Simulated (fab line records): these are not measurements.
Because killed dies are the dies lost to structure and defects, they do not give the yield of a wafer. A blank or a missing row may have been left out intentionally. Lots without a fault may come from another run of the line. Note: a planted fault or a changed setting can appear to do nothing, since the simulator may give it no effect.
Which of the tools did it? -- flow berkeley_cmos170 -- Sampling: 15 lots, 45 wafers, 3 of 331 route steps

WHAT THE GAUGES SHOWED, per wafer
UCB170_NWELL_TW_MEAS_16. Usual: NWELL_TW 1251, standard deviation 6.6.
lot,measured,on,NWELL_TW,flag
L757,day 2 11:04,film_metro-03,1259 1253 1259,
L758,day 2 11:18,film_metro-03,1251 1250 1258,
L760,day 2 19:28,film_metro-03,1258 1256 1256,
L762,day 3 06:14,film_metro-02,1262 1250 1256,
L763,day 3 12:44,film_metro-01,1244 1242 1243,
L764,day 3 16:39,film_metro-03,1249 1245 1244,
L765,day 3 21:58,film_metro-02,1256 1256 1252,
L766,day 4 00:29,film_metro-03,1263 1259 1263,
L767,day 4 07:00,film_metro-01,1250 1251 1248,
L768,day 4 14:13,film_metro-02,1241 1258 1252,
L769,day 4 19:40,film_metro-01,1262 1262 1255,
L775,day 6 01:09,film_metro-02,1253 1258 1248,
L776,day 6 11:44,film_metro-02,1258 1254 1261,
L778,day 6 23:00,film_metro-01,1246 1250 1249,
L780,day 7 06:23,film_metro-02,1243 1245 1245,

WHAT TOOL EACH LOT RAN ON (gives the tool, then ch and the chambers of the sampled wafers, and finally the start)
lot,UCB170_ZERO_STRIP_07,UCB170_NWELL_STRIP_15
L757,"plasma_asher-02 ch 0,1, day 1 23:23","plasma_asher-03 ch 0,1, day 2 10:58"
L758,"plasma_asher-01 ch 0,1, day 2 01:41","plasma_asher-02 ch 0,1, day 2 11:12"
L760,"plasma_asher-02 ch 0,1, day 2 07:42","plasma_asher-02 ch 0,1, day 2 19:21"
L762,"plasma_asher-01 ch 0,1, day 2 18:00","plasma_asher-02 ch 0,1, day 3 06:08"
L763,"plasma_asher-01 ch 0,1, day 3 02:26","plasma_asher-02 ch 1, day 3 12:38"
L764,"plasma_asher-04 ch 0,1, day 3 07:24","plasma_asher-03 ch 0, day 3 16:31"
L765,"plasma_asher-02 ch 0,1, day 3 11:15","plasma_asher-01 ch 0,1, day 3 21:51"
L766,"plasma_asher-01 ch 1, day 3 13:49","plasma_asher-03 ch 0,1, day 4 00:23"
L767,"plasma_asher-02 ch 0,1, day 3 18:05","plasma_asher-03 ch 0,1, day 4 06:53"
L768,"plasma_asher-02 ch 0,1, day 4 01:10","plasma_asher-03 ch 0,1, day 4 14:07"
L769,"plasma_asher-01 ch 0,1, day 4 06:27","plasma_asher-01 ch 0,1, day 4 19:34"
L775,"plasma_asher-04 ch 0,1, day 5 14:31","plasma_asher-03 ch 0,1, day 6 01:02"
L776,"plasma_asher-04 ch 0,1, day 5 20:04","plasma_asher-03 ch 0,1, day 6 11:39"
L778,"plasma_asher-02 ch 0, day 6 08:36","plasma_asher-02 ch 0,1, day 6 22:54"
L780,"plasma_asher-02 ch 0,1, day 6 13:31","plasma_asher-03 ch 0,1, day 7 06:17"
- UCB170_ZERO_STRIP_07: strips in O2.
- UCB170_NWELL_STRIP_15: strips in O2.

WHAT THE TOOLS THEMSELVES READ (means of the sampled wafers that have a number; where no wafer has one, the mark that the record gives instead)
UCB170_ZERO_STRIP_07. Usual: drypump_motor_current_A 5.6 A, standard deviation 0.39; o2_flow_sccm 400.0 sccm, standard deviation 1.1; oes_product_au 0.727 a.u., standard deviation 0.0045; strip_time_to_endpoint_s 21.45 s, standard deviation 0.074.
lot,tool,drypump_motor_current_A (A),o2_flow_sccm (sccm),oes_product_au (a.u.),strip_time_to_endpoint_s (s),flag
L757,plasma_asher-02,5.8,400.0,0.729,21.46,
L758,plasma_asher-01,5.8,401.1,0.728,21.51,
L760,plasma_asher-02,5.8,400.5,0.727,21.48,
L762,plasma_asher-01,6.0,400.6,0.727,21.50,
L763,plasma_asher-01,5.8,399.8,0.726,21.34,
L764,plasma_asher-04,5.3,401.0,0.728,21.39,
L765,plasma_asher-02,5.8,399.6,0.732,21.48,
L766,plasma_asher-01,6.3,400.3,0.727,21.27,
L767,plasma_asher-02,5.8,400.3,0.729,21.51,
L768,plasma_asher-02,5.8,399.4,0.726,21.48,
L769,plasma_asher-01,5.8,401.3,0.729,21.52,
L775,plasma_asher-04,5.3,400.4,0.727,21.49,
L776,plasma_asher-04,5.1,400.8,0.724,21.50,
L778,plasma_asher-02,5.8,398.7,0.728,21.31,
L780,plasma_asher-02,5.8,399.5,0.728,21.35,

UCB170_NWELL_STRIP_15. Usual: drypump_motor_current_A 5.9 A, standard deviation 0.32; o2_flow_sccm 400.0 sccm, standard deviation 1.1; oes_product_au 0.721 a.u., standard deviation 0.0043; strip_time_to_endpoint_s 17.99 s, standard deviation 0.094.
lot,tool,drypump_motor_current_A (A),o2_flow_sccm (sccm),oes_product_au (a.u.),strip_time_to_endpoint_s (s),flag
L757,plasma_asher-03,5.8,400.2,0.719,18.07,
L758,plasma_asher-02,5.8,399.2,0.719,17.92,
L760,plasma_asher-02,5.8,399.5,0.729,18.05,
L762,plasma_asher-02,5.8,400.8,0.720,18.06,
L763,plasma_asher-02,5.8,399.1,0.719,18.05,
L764,plasma_asher-03,5.7,400.5,0.718,17.92,
L765,plasma_asher-01,5.8,401.6,0.722,18.01,
L766,plasma_asher-03,5.9,400.0,0.720,18.13,
L767,plasma_asher-03,5.8,400.4,0.722,17.91,
L768,plasma_asher-03,5.9,398.7,0.717,18.05,
L769,plasma_asher-01,6.0,400.2,0.720,18.04,
L775,plasma_asher-03,5.8,399.7,0.717,18.05,
L776,plasma_asher-03,5.8,400.3,0.721,17.80,
L778,plasma_asher-02,5.8,399.6,0.723,17.89,
L780,plasma_asher-03,5.9,400.0,0.720,17.97,

THE ANSWER, worked out from the rows above alone
Rule: a lot counts as off when the mean over its wafers that have a number is more than 3 standard deviations away from the usual mean. Also off: a lot with no number at a reading for which 4 or more lots have one. Any other lot the step has rows for is counted as sound. After the gauges, taken in route order, come the tools' own readings; for these a lot's mean is taken, as printed above. At the first step where some lot is off, the reading lying furthest off is the one used; lots without a number count as furthest.
No lot is off at any reading shown: from this, nothing can be told.

WHAT HAD BEEN PUT IN BY THE SIMULATOR
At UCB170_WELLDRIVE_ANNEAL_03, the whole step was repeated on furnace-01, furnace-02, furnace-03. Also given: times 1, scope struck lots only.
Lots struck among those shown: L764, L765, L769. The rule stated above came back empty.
